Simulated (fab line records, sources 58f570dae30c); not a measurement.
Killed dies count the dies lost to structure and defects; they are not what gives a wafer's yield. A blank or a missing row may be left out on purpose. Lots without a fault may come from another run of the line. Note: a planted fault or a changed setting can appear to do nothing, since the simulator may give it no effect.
The tool behind it: which one?	flow berkeley cmos170	7 lots, 21 wafers sampled, at 2 steps of a route of 331

## WHAT EACH GAUGE READ, for each wafer
UCB170_V1_CD_MEAS_12: target cd 700 nm.
lot	measured	on	cd nm (nm)
L571	day 8 10:55	cd sem-01	699.8 701.0 699.9
L572	day 8 21:55	cd sem-01	701.3 702.4 703.4
L575	day 9 07:48	cd sem-01	700.0 698.2 699.7
L578	day 10 07:59	cd sem-01	700.2 698.7 699.7
L580	day 10 17:01	cd sem-02	701.3 701.8 701.4
L587	day 12 01:44	cd sem-02	701.2 701.1 701.2
L590	day 12 18:41	cd sem-01	699.5 701.3 698.1

## WHICH TOOL RAN EACH LOT (tool, then ch and the chambers of the sampled wafers, then the start)
lot	UCB170_NWELL_WET_ETCH_18
L571	wet bench-02 ch 2, day 2 15:02
L572	wet bench-02 ch 3, day 3 00:28
L575	wet bench-04 ch 3, day 3 18:16
L578	wet bench-02 ch 1, day 4 06:33
L580	wet bench-02 ch 0, day 4 17:13
L587	wet bench-02 ch 1, day 6 00:07
L590	wet bench-02 ch 2, day 6 17:29
- UCB170_NWELL_WET_ETCH_18: etches Si3N4 in H3PO4, time 14400 s.

## THE ANSWER, worked out from the rows above alone
Rule: the lots themselves supply what counts as usual. The widest of any qualifying gaps counts: lots, ordered by their means at a reading, are off when they make up no more than a third of the lots, leave a main group of 4 or more, and stand apart from it by 3 or more times the standard deviation of that group's means. A main group is skipped when, at the precision printed for the reading in the tables above, its means are all equal. A lot without any number at a reading at which 4 lots or more have one is off too. Where the step has rows for the other lots, those lots are counted as sound.
No lot is off at any reading shown: from this, nothing can be told.

## WHAT WAS PUT IN BY THE SIMULATOR
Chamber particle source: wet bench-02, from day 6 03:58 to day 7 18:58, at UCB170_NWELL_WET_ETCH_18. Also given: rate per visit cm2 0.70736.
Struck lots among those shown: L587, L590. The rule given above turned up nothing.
